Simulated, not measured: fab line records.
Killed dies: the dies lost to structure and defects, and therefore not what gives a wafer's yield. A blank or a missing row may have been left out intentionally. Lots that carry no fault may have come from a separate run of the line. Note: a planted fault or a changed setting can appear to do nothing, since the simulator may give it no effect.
A struck lot beside a sound one || flow berkeleyCmos170 || 19 steps out of a route of 331
Sound: the wafers L633.2, L633.4, L633.6. Wafers struck: L641.1, L641.2, L641.6. Last of all comes the cause.
Each step with rows lists, per side, the tool, then ch with its chambers, then its first start. Under that, the readings that differ: sound wafers || struck wafers || difference of the means || sigmas: that difference in standard deviations of wafers without a fault.
alike: same words and numbers on both sides, and readings whose means sit less than 2 such deviations apart. not compared: any withheld reading, any reading some wafer has no value for, any bound like >300 that may hide the same value, and any number with overlapping values for which the record gives no deviation.
A row with sigmas, a row that says differs or no value, or rows on one side alone: a step with any of these is where the two part. Numbers that have no deviation but don't overlap get no sigmas and don't part them. A reading missing from all wafers of one side parts the sides only when that side holds two or more wafers.

first, 3 steps without rows for these wafers: UCB170_PLDD_EXPOSE_03 (exposes mask PSELECT, target cd 1200 nm); UCB170_PLDD_PEB_04; UCB170_PLDD_DEVELOP_05 (develop time 45 s).
UCB170_PLDD_CD_MEAS_06: target cd 1200 nm.
  sound on cdSem-02, day 6 16:51; struck on cdSem-01, day 8 06:05
  alike: cdNm
UCB170_PLDD_OVL_MEAS_07:
  sound on overlay-02, day 6 16:58; struck on overlay-01, day 8 06:13
  alike: PLDD_OVL
then, 2 steps without rows for these wafers: UCB170_PLDD_IMPLANT_08; UCB170_PLDD_IMPLANT_09.
UCB170_PLDD_STRIP_10: strips in O2.
  sound on plasmaAsher-02 ch 0, day 6 17:17; struck on plasmaAsher-01 ch 0,1, day 8 06:32
{"reading": "o2FlowSccm (sccm)", "sound": "397.4 400.2 398.1", "struck": "400.7 401.7 401.4", "difference": "+2.7", "sigmas": "+3"}
  alike: drypumpMotorCurrentA, oesProductAu, stripTimeToEndpointS
  not compared: rfHoursCounterH
UCB170_PLDD_TW_MEAS_11:
  sound on filmMetro-02, day 6 17:24; struck on filmMetro-03, day 8 06:38
  alike: PLDD_TW
then, 3 steps without rows for these wafers: UCB170_PLDD_CLEAN_12 (cleans in SPM, time 600 s); UCB170_NLDD_HMDS_00 (prime time 60 s); UCB170_NLDD_COAT_01 (resist thk 900 nm).
UCB170_NLDD_SOFTBAKE_02: time 60 s.
  sound on lithoTrack-03 ch 0, day 6 21:11; struck on lithoTrack-02 ch 0, day 8 07:34
{"reading": "heaterPowerTotalW (W)", "sound": "56.80 56.86 56.81", "struck": "58.47 58.39 58.45", "difference": "+1.61", "sigmas": "+38"}
{"reading": "plateTempC (C)", "sound": "130.06 130.01 129.92", "struck": "132.98 132.90 133.05", "difference": "+2.98", "sigmas": "+23"}
then, 3 steps without rows for these wafers: UCB170_NLDD_EXPOSE_03 (exposes mask NSELECT, target cd 1200 nm); UCB170_NLDD_PEB_04; UCB170_NLDD_DEVELOP_05 (develop time 45 s).
UCB170_NLDD_CD_MEAS_06: target cd 1200 nm.
  sound on cdSem-01, day 6 22:03; struck on cdSem-02, day 8 08:35
{"reading": "cdNm (nm)", "sound": "1199.6 1198.4 1200.2", "struck": "1209.4 1209.3 1210.1", "difference": "+10.2", "sigmas": "+7"}
UCB170_NLDD_OVL_MEAS_07:
  sound on overlay-02, day 6 22:10; struck on overlay-01, day 8 08:43
{"reading": "NLDD_OVL (nm)", "sound": "12 6 6", "struck": "0 -5 -9", "difference": -13, "sigmas": -2}
UCB170_M3_PROBE_99:
  the record holds rows for the sound wafers here (prober-01, day 8 09:22) but none for the struck ones

## WHERE THEY PART
At UCB170_PLDD_STRIP_10 first; at UCB170_M3_PROBE_99 last (within this record only).

WHY: the cause the simulator had injected
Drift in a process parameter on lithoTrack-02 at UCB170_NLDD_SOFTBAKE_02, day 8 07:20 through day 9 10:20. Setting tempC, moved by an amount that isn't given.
